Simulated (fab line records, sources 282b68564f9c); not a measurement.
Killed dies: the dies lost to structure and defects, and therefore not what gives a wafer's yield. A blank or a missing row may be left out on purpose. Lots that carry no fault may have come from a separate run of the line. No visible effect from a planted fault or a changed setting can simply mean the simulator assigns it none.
fab line records || flow rit_cmos
record {"lots": 14, "wafers": 42, "last_day": 7}
route steps=202 shown PSD@142
lots that met no fault: from a run of the same line without faults
start_h: the number of hours between the record's first day and the start of the first shown wafer of the lot || wait_h: hours since the lot's step before || " repeats the value in the row above || L1.1+2: a single row standing in for several wafers || - value missing, or start not given || * or withheld: withheld || < > ~ a bound
route shown NAME@n: names a module that has steps shown in the file, with the first one's number in the route || usual: the fault-free wafers' mean and standard deviation || same: alike in all rows || chamber/n: place in a boat || sites: per-site readings || _std_site: their standard deviation || _edge_site: outer sites' mean less inner sites' || radius_mm: for every site, how far away it sits from the centre of the wafer || mask NAME#n: copy n || behind: tool/chamber where the wafer was last shaped || hold: cause of the lot's hold/its duration in hours/its outcome || device: the n, p or np transistor that did not switch || end of line: tests run on the same wafers once the route is complete || step lacking rows: just its recipe || killed: not the wafer's yield, but the dies lost to structure and defects at the first sort || map: dies across one wafer; x = killed, . = not, _ = none there
set.NAME: the setting as run; set.NAME@STEP: as run at that earlier step || model.NAME: the simulator's own value behind a step, which no gauge read
the route's steps for a sample of lots (tables are steps, rows are wafers)
## steps
# step RIT_PSD_HMDS_00
# recipe {"prime_time_s": 60, "prime_temp_c": 140}
# usual {"prime_temp_c": "140.00/0.14"}
{"lot.wafer": "L458.1", "tool": "litho_track-01", "chamber": 0, "start_h": 50.36, "wait_h": 0.1, "prime_temp_c": 139.92}
{"lot.wafer": "L458.4", "tool": "litho_track-01", "chamber": 0, "start_h": 50.36, "wait_h": 0.1, "prime_temp_c": 139.91}
{"lot.wafer": "L458.5", "tool": "litho_track-01", "chamber": 0, "start_h": 50.36, "wait_h": 0.1, "prime_temp_c": 139.83}
{"lot.wafer": "L461.4", "tool": "litho_track-04", "chamber": 0, "start_h": 65.52, "wait_h": 0.1, "prime_temp_c": 139.69}
{"lot.wafer": "L461.5", "tool": "litho_track-04", "chamber": 0, "start_h": 65.52, "wait_h": 0.1, "prime_temp_c": 139.93}
{"lot.wafer": "L461.6", "tool": "litho_track-04", "chamber": 0, "start_h": 65.52, "wait_h": 0.1, "prime_temp_c": 139.86}
{"lot.wafer": "L462.1", "tool": "litho_track-03", "chamber": 0, "start_h": 70.16, "wait_h": 0.1, "prime_temp_c": 140.05}
{"lot.wafer": "L462.3", "tool": "litho_track-03", "chamber": 0, "start_h": 70.16, "wait_h": 0.1, "prime_temp_c": 140.08}
{"lot.wafer": "L462.6", "tool": "litho_track-03", "chamber": 0, "start_h": 70.16, "wait_h": 0.1, "prime_temp_c": 139.95}
{"lot.wafer": "L463.3", "tool": "litho_track-04", "chamber": 0, "start_h": 77.09, "wait_h": 0.1, "prime_temp_c": 139.73}
{"lot.wafer": "L463.4", "tool": "litho_track-04", "chamber": 0, "start_h": 77.09, "wait_h": 0.1, "prime_temp_c": 140.05}
{"lot.wafer": "L463.5", "tool": "litho_track-04", "chamber": 0, "start_h": 77.09, "wait_h": 0.1, "prime_temp_c": 139.91}
{"lot.wafer": "L464.3", "tool": "litho_track-01", "chamber": 0, "start_h": 80.99, "wait_h": 0.1, "prime_temp_c": 139.83}
{"lot.wafer": "L464.4", "tool": "litho_track-01", "chamber": 0, "start_h": 80.99, "wait_h": 0.1, "prime_temp_c": 140.26}
{"lot.wafer": "L464.6", "tool": "litho_track-01", "chamber": 0, "start_h": 80.99, "wait_h": 0.1, "prime_temp_c": 140.08}
{"lot.wafer": "L465.1", "tool": "litho_track-04", "chamber": 0, "start_h": 91.37, "wait_h": 0.1, "prime_temp_c": 140.29}
{"lot.wafer": "L465.2", "tool": "litho_track-04", "chamber": 0, "start_h": 91.37, "wait_h": 0.1, "prime_temp_c": 140.32}
{"lot.wafer": "L465.5", "tool": "litho_track-04", "chamber": 0, "start_h": 91.37, "wait_h": 0.1, "prime_temp_c": 140.27}
{"lot.wafer": "L466.1", "tool": "litho_track-04", "chamber": 0, "start_h": 97.43, "wait_h": 0.1, "prime_temp_c": 139.90}
{"lot.wafer": "L466.5", "tool": "litho_track-04", "chamber": 0, "start_h": 97.43, "wait_h": 0.1, "prime_temp_c": 139.92}
{"lot.wafer": "L466.6", "tool": "litho_track-04", "chamber": 0, "start_h": 97.43, "wait_h": 0.1, "prime_temp_c": 140.21}
{"lot.wafer": "L468.1", "tool": "litho_track-04", "chamber": 0, "start_h": 101.75, "wait_h": 0.1, "prime_temp_c": 140.07}
{"lot.wafer": "L468.4", "tool": "litho_track-04", "chamber": 0, "start_h": 101.75, "wait_h": 0.1, "prime_temp_c": 139.99}
{"lot.wafer": "L468.6", "tool": "litho_track-04", "chamber": 0, "start_h": 101.75, "wait_h": 0.1, "prime_temp_c": 140.17}
{"lot.wafer": "L472.2", "tool": "litho_track-01", "chamber": 0, "start_h": 139.83, "wait_h": 0.5, "prime_temp_c": 140.10}
{"lot.wafer": "L472.3", "tool": "litho_track-01", "chamber": 0, "start_h": 139.83, "wait_h": 0.5, "prime_temp_c": 140.17}
{"lot.wafer": "L472.4", "tool": "litho_track-01", "chamber": 0, "start_h": 139.83, "wait_h": 0.5, "prime_temp_c": 140.04}
{"lot.wafer": "L475.1", "tool": "litho_track-01", "chamber": 0, "start_h": 144.88, "wait_h": 0.1, "prime_temp_c": 148.64}
{"lot.wafer": "L475.3", "tool": "litho_track-01", "chamber": 0, "start_h": 144.88, "wait_h": 0.1, "prime_temp_c": 148.88}
{"lot.wafer": "L475.5", "tool": "litho_track-01", "chamber": 0, "start_h": 144.88, "wait_h": 0.1, "prime_temp_c": 148.85}
{"lot.wafer": "L477.4", "tool": "litho_track-01", "chamber": 0, "start_h": 162.16, "wait_h": 0.1, "prime_temp_c": 148.66}
{"lot.wafer": "L477.5", "tool": "litho_track-01", "chamber": 0, "start_h": 162.16, "wait_h": 0.1, "prime_temp_c": 148.40}
{"lot.wafer": "L477.6", "tool": "litho_track-01", "chamber": 0, "start_h": 162.16, "wait_h": 0.1, "prime_temp_c": 148.72}
{"lot.wafer": "L478.2", "tool": "litho_track-04", "chamber": 0, "start_h": 162.28, "wait_h": 0.1, "prime_temp_c": 139.90}
{"lot.wafer": "L478.5", "tool": "litho_track-04", "chamber": 0, "start_h": 162.28, "wait_h": 0.1, "prime_temp_c": 140.07}
{"lot.wafer": "L478.6", "tool": "litho_track-04", "chamber": 0, "start_h": 162.28, "wait_h": 0.1, "prime_temp_c": 140.19}
{"lot.wafer": "L479.2", "tool": "litho_track-04", "chamber": 0, "start_h": 164.46, "wait_h": 0.1, "prime_temp_c": 139.86}
{"lot.wafer": "L479.4", "tool": "litho_track-04", "chamber": 0, "start_h": 164.46, "wait_h": 0.1, "prime_temp_c": 140.09}
{"lot.wafer": "L479.6", "tool": "litho_track-04", "chamber": 0, "start_h": 164.46, "wait_h": 0.1, "prime_temp_c": 140.18}
{"lot.wafer": "L481.1", "tool": "litho_track-04", "chamber": 0, "start_h": 168.16, "wait_h": 0.1, "prime_temp_c": 139.63}
{"lot.wafer": "L481.4", "tool": "litho_track-04", "chamber": 0, "start_h": 168.16, "wait_h": 0.1, "prime_temp_c": 139.85}
{"lot.wafer": "L481.6", "tool": "litho_track-04", "chamber": 0, "start_h": 168.16, "wait_h": 0.1, "prime_temp_c": 139.81}
## key
first_sign {"step": "RIT_PSD_HMDS_00", "reading": "prime_temp_c", "direction": "up", "sigmas": 61, "usual": "*", "struck": "*"}
effect none on later readings
met_at RIT_PSD_HMDS_00
struck_lots L475,L477
tester_left_out L475,L477
onset_between 139.83 144.88
fault {"kind": "process_parameter_drift", "tool": "litho_track-01", "chamber": "-", "onset_h": 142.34, "steps": "RIT_PSD_HMDS_00", "channel": "prime_temp_c", "offset": "*", "shape": "step", "end_h": 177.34, "acts_in": "*", "stated": "*"}
# tester_left_out: of these lots the tester's yield and bins aren't shown, on N5 and GAA mostly nor the transistor test; their killed dies are dies lost to structure and defects alone, not to doping, threshold or leakage, so they don't give the yield
